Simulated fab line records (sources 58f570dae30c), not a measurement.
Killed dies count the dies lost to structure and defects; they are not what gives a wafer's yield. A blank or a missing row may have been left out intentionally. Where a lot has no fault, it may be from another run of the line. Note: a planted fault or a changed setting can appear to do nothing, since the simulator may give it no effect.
Which tool is to blame? -- flow berkeleyCmos170 -- 7 lots, 21 wafers sampled, at 2 steps of a route of 331

WHAT THE GAUGES SHOWED, per wafer
UCB170_START_THK_MEAS_03.
lot,measured,on,START_OXIDE_THK (nm)
L639,day 2 02:02,filmMetro-03,22.2 21.8 22.0
L641,day 2 14:09,filmMetro-01,20.6 20.7 21.0
L643,day 2 23:29,filmMetro-03,20.9 21.2 21.4
L646,day 3 14:46,filmMetro-03,32.3 32.1 32.3
L649,day 4 05:47,filmMetro-03,32.1 31.3 31.0
L652,day 5 00:17,filmMetro-03,31.7 31.4 31.4
L658,day 6 02:41,filmMetro-02,21.4 21.3 21.2

TOOL THAT RAN EACH LOT (tool first, then ch and the chambers of the sampled wafers, then the start)
lot,UCB170_START_OXIDATION_02
L639,"furnace-01 ch 0, day 2 00:32"
L641,"furnace-04 ch 0, day 2 12:38"
L643,"furnace-04 ch 0, day 2 21:59"
L646,"furnace-01 ch 0, day 3 10:26"
L649,"furnace-01 ch 0, day 4 01:31"
L652,"furnace-04 ch 0, day 4 17:31"
L658,"furnace-02 ch 0, day 6 01:10"
- UCB170_START_OXIDATION_02: target thk 20 nm, ox time 1800 s.

THE ANSWER, worked out from the rows above alone
Rule: usual is defined by the lots themselves. Put in order of their means at a reading, lots are off if they are a third of the lots or fewer, leave a main group of 4 or more, and stand apart from it by a gap of 3 or more times the standard deviation of the main group's means; of several such gaps the widest counts. A main group is skipped when, at the precision printed for the reading in the tables above, its means are all equal. Also off: a lot with no number at a reading for which 4 or more lots have one. All remaining lots with rows at the step are treated as sound.
None of the lots is off at any reading shown; this tells nothing.

WHAT THE SIMULATOR HAD INSERTED
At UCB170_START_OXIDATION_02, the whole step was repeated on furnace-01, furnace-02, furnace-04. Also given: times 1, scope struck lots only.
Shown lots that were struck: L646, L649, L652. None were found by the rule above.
